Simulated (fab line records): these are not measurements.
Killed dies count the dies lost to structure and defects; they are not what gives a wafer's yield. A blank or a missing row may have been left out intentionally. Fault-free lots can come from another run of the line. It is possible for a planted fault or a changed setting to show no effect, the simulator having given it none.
A single fault, viewed from 2 desks	flow berkeley-cmos170	only its own numbers are on each desk; what lay behind them is given at the end

METROLOGY DESK
What the gauges read, lot by lot, whatever tool the lot ran on: means of the sampled wafers that have a number. If a lot's mean is further than 4 standard deviations from the usual mean, the lot is out of limits and carries the mark OUT (the distance appears in the brackets).
Columns: A = NWELL_NITRIDE_THK at UCB170_NWELL_THK_MEAS_05, usual 222.8 nm
lot	first seen here	A
L652	day 2 06:38	221.3
L653	day 2 13:31	224.0
L654	day 2 19:26	223.8
L655	day 3 02:26	225.5
L657	day 3 02:26	221.8
L658	day 3 21:58	292.7 (+27) OUT
L659	day 3 21:58	292.3 (+27) OUT
L660	day 4 06:32	219.5
L665	day 5 00:40	224.9
L669	day 6 01:53	225.9
L672	day 6 20:51	227.1
L673	day 6 20:51	224.9
L674	day 7 07:21	220.2
L675	day 7 07:22	223.1
This desk reports L658, L659 out of limits; the earliest was L658 at day 3 21:58 (NWELL_NITRIDE_THK at UCB170_NWELL_THK_MEAS_05). L652, L653, L654, L655, L657, L660, L665, L669, L672, L673, L674, L675 stayed within limits.

AT THE TOOL OWNER'S DESK: lpcvd-02
The tool's own readings at UCB170_NWELL_CVD_04 (deposits Si3N4 from SiH2Cl2/NH3, target thk 224 nm, time 3360 s): means of the sampled wafers that have a number, for each lot that ran on this tool. If a lot's mean is further than 4 standard deviations from the usual mean, the lot is out of limits and carries the mark OUT (the distance appears in the brackets).
Columns: A = spike-tc-centre-C at UCB170_NWELL_CVD_04, usual 803.6 C; B = spike-tc-load-C at UCB170_NWELL_CVD_04, usual 823.9 C; C = spike-tc-source-C at UCB170_NWELL_CVD_04, usual 822 C; D = susceptor-temp-C at UCB170_NWELL_CVD_04, usual 800.0 C
lot	first seen here	A	B	C	D
L652	day 2 04:42	802.8	821.3	823	799.9
L654	day 2 17:29	802.7	822.4	824	799.8
L655	day 3 00:31	804.2	824.9	824	800.0
L657	day 3 00:31	805.7	823.7	823	800.0
L658	day 3 20:01	820.5 (+12) OUT	839.8 (+9.3) OUT	838 (+4.7) OUT	814.8 (+46) OUT
L659	day 3 20:01	819.7 (+12) OUT	839.5 (+9.2) OUT	839 (+4.8) OUT	814.9 (+47) OUT
L672	day 6 18:55	803.7	822.2	824	800.2
L673	day 6 18:55	802.5	823.0	823	799.9
L674	day 7 05:25	803.2	822.5	823	799.7
L675	day 7 05:25	803.1	821.5	823	800.0
This desk finds L658, L659 out of limits, L658 being first, at day 3 20:01 (spike-tc-centre-C at UCB170_NWELL_CVD_04). L652, L654, L655, L657, L672, L673, L674, L675 stayed within limits.

TAKEN TOGETHER
At day 3 20:01, on L658, L659, the tool owner's desk was in a position to raise an alarm.
At day 3 21:58 the metrology desk could have sounded an alarm, on L658, L659.
Every lot named ran UCB170_NWELL_CVD_04 on lpcvd-02.

WHAT THE SIMULATOR HAD INSERTED
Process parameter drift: lpcvd-02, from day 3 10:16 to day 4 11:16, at UCB170_NWELL_CVD_04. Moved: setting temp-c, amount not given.
Lots struck among those shown: L658, L659.
Hours from the fault's start to each desk's first reading out of limits: the tool owner's desk, 10; the metrology desk, 12.
